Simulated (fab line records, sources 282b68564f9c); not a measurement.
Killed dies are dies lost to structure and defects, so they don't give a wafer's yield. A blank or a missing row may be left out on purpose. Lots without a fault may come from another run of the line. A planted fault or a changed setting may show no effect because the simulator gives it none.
Which tool did it? | flow rit_cmos | 14 lots, 42 wafers sampled, at 5 steps of a route of 202

WHAT THE GAUGES READ, wafer by wafer
RIT_NRETRO_OVL_MEAS_06. Usual: NRETRO_OVL -0.4 nm, standard deviation 1.6.
lot  | measured    | on         | NRETRO_OVL (nm) | flag
L292 | day 2 10:59 | overlay-02 | -2.0 -2.1 -0.5  |
L293 | day 2 12:34 | overlay-02 | -0.4 -0.6 0.5   |
L299 | day 3 17:46 | overlay-02 | -1.3 -1.4 -0.3  |
L301 | day 4 03:10 | overlay-02 | -2.4 -1.6 -1.3  |
L304 | day 4 18:44 | overlay-02 | 0.1 -1.4 0.2    |
L305 | day 4 23:58 | overlay-01 | 1.3 -0.6 1.3    |
L306 | day 5 04:47 | overlay-01 | -0.1 1.3 0.1    |
L307 | day 5 10:16 | overlay-02 | -0.2 -1.1 -1.0  |
L308 | day 5 13:44 | overlay-02 | 2.0 1.4 0.4     |
L309 | day 5 17:50 | overlay-02 | 2.6 1.0 1.1     |
L312 | day 6 09:53 | overlay-02 | -0.6 0.4 -1.4   |
L313 | day 6 15:02 | overlay-02 | 0.6 -1.6 2.1    |
L314 | day 6 19:54 | overlay-01 | -0.6 2.4 2.5    |
L315 | day 6 23:50 | overlay-01 | 0.9 0.7 0.2     |

RIT_NLDD_OVL_MEAS_06. Usual: NLDD_OVL -0.2 nm, standard deviation 1.1.
lot  | measured    | on         | NLDD_OVL (nm)  | flag
L292 | day 2 22:37 | overlay-02 | -1.1 -1.0 0.6  |
L293 | day 3 01:34 | overlay-02 | 1.7 0.9 1.2    |
L299 | day 4 08:31 | overlay-02 | -2.6 0.1 -0.9  |
L301 | day 4 15:19 | overlay-02 | 0.0 -1.0 0.4   |
L304 | day 5 06:50 | overlay-02 | -0.8 1.2 0.3   |
L305 | day 5 11:41 | overlay-02 | 0.1 -1.1 1.2   |
L306 | day 5 16:27 | overlay-02 | 0.4 -2.0 -0.9  |
L307 | day 5 22:55 | overlay-02 | 1.4 0.4 1.7    |
L308 | day 6 03:09 | overlay-02 | -1.3 0.1 1.4   |
L309 | day 6 07:01 | overlay-01 | -1.4 -0.4 -0.3 |
L312 | day 6 21:54 | overlay-01 | 0.4 1.0 -0.4   |
L313 | day 7 03:15 | overlay-02 | -0.7 0.5 -0.3  |
L314 | day 7 08:06 | overlay-01 | -0.2 0.8 -1.5  |
L315 | day 7 13:07 | overlay-01 | -1.0 -2.7 -1.2 |

RIT_CONTACT_THK_MEAS_01. Usual: CONTACT_TEOS_THK 397 nm, standard deviation 4.9.
lot  | measured    | on            | CONTACT_TEOS_THK (nm) | flag
L292 | day 3 07:43 | film_metro-03 | 404 398 404           |
L293 | day 3 11:13 | film_metro-04 | 786 803 799           | OFF
L299 | day 4 17:58 | film_metro-03 | 797 809 804           | OFF
L301 | day 5 00:38 | film_metro-02 | 394 400 399           |
L304 | day 5 16:09 | film_metro-03 | 386 396 389           |
L305 | day 5 20:51 | film_metro-04 | 393 396 399           |
L306 | day 6 01:46 | film_metro-03 | 396 402 399           |
L307 | day 6 08:23 | film_metro-04 | 391 391 396           |
L308 | day 6 12:13 | film_metro-03 | 401 409 396           |
L309 | day 6 16:14 | film_metro-04 | 396 401 400           |
L312 | day 7 07:08 | film_metro-03 | 389 394 407           |
L313 | day 7 12:11 | film_metro-02 | 392 391 399           |
L314 | day 7 17:32 | film_metro-04 | 397 395 391           |
L315 | day 7 22:04 | film_metro-03 | 389 401 394           |

RIT_M1_CD_MEAS_90: target cd 2600 nm. Usual: cd_nm 2601 nm, standard deviation 3.3.
lot  | measured    | on        | cd_nm (nm)     | flag
L292 | day 3 12:25 | cd_sem-02 | 2601 2602 2597 |
L301 | day 5 05:07 | cd_sem-01 | 2607 2604 2606 |
L304 | day 5 20:43 | cd_sem-01 | 2600 2600 2600 |
L305 | day 6 01:44 | cd_sem-01 | 2598 2602 2601 |
L306 | day 6 06:21 | cd_sem-01 | 2600 2602 2596 |
L307 | day 6 12:58 | cd_sem-01 | 2604 2609 2602 |
L308 | day 6 16:52 | cd_sem-02 | 2601 2601 2599 |
L309 | day 6 20:50 | cd_sem-01 | 2598 2601 2601 |
L312 | day 7 11:50 | cd_sem-01 | 2602 2605 2603 |
L313 | day 7 16:38 | cd_sem-01 | 2599 2601 2601 |
L314 | day 7 22:07 | cd_sem-01 | 2604 2603 2605 |
L315 | day 8 02:50 | cd_sem-02 | 2599 2600 2597 |

WHICH TOOL RAN EACH LOT (tool, then ch and the chambers of the sampled wafers, then the start)
lot  | RIT_CONTACT_CVD_00
L292 | pecvd-03 ch 0,1,2, day 3 07:39
L293 | pecvd-02 ch 0,1,2, day 3 10:56
L299 | pecvd-02 ch 0,2, day 4 17:41
L301 | pecvd-03 ch 1,2, day 5 00:35
L304 | pecvd-03 ch 1,2, day 5 16:05
L305 | pecvd-02 ch 0,2, day 5 20:46
L306 | pecvd-04 ch 0,2, day 6 01:41
L307 | pecvd-03 ch 1,2, day 6 08:20
L308 | pecvd-02 ch 0,2, day 6 12:08
L309 | pecvd-04 ch 0,1,2, day 6 16:11
L312 | pecvd-04 ch 1,2, day 7 07:05
L313 | pecvd-03 ch 0,1,2, day 7 12:08
L314 | pecvd-02 ch 0,1, day 7 17:29
L315 | pecvd-04 ch 0,1,2, day 7 22:01
- RIT_CONTACT_CVD_00: deposits SiO2 from TEOS, target thk 400 nm, time 61 s.

WHAT THE TOOLS THEMSELVES READ (means of the sampled wafers that have a number; where no wafer has one, the mark that the record gives instead)
RIT_CONTACT_CVD_00. Usual: heater_power_w 305 W, standard deviation 62.
lot  | tool     | heater_power_w (W) | flag
L292 | pecvd-03 | 332                |
L293 | pecvd-02 | 336                |
L299 | pecvd-02 | 263                |
L301 | pecvd-03 | 297                |
L304 | pecvd-03 | 295                |
L305 | pecvd-02 | 285                |
L306 | pecvd-04 | 353                |
L307 | pecvd-03 | 269                |
L308 | pecvd-02 | 299                |
L309 | pecvd-04 | 290                |
L312 | pecvd-04 | 266                |
L313 | pecvd-03 | 288                |
L314 | pecvd-02 | 324                |
L315 | pecvd-04 | 303                |

THE ANSWER, worked out from the rows above alone
Rule: a lot is off if the mean of its wafers that have a number lies more than 3 standard deviations from the usual mean. A lot without any number at a reading at which 4 lots or more have one is off too. The other lots that the step has rows for count as sound. The gauges are gone through in route order, then the tools' own readings, and for those a lot's mean is taken as printed above. The first step at which some lot is off is used, and at that step the reading that is off furthest; a lot without a number counts as furthest.
Off: L293, L299, at RIT_CONTACT_THK_MEAS_01 (CONTACT_TEOS_THK).
A tool fits if, at a process step before that reading, it ran every lot that is off, and no sound lot after the first of them. The gauges at RIT_CONTACT_THK_MEAS_01 are tried like those tools. None of those tried fits.

WHAT THE SIMULATOR HAD PUT IN
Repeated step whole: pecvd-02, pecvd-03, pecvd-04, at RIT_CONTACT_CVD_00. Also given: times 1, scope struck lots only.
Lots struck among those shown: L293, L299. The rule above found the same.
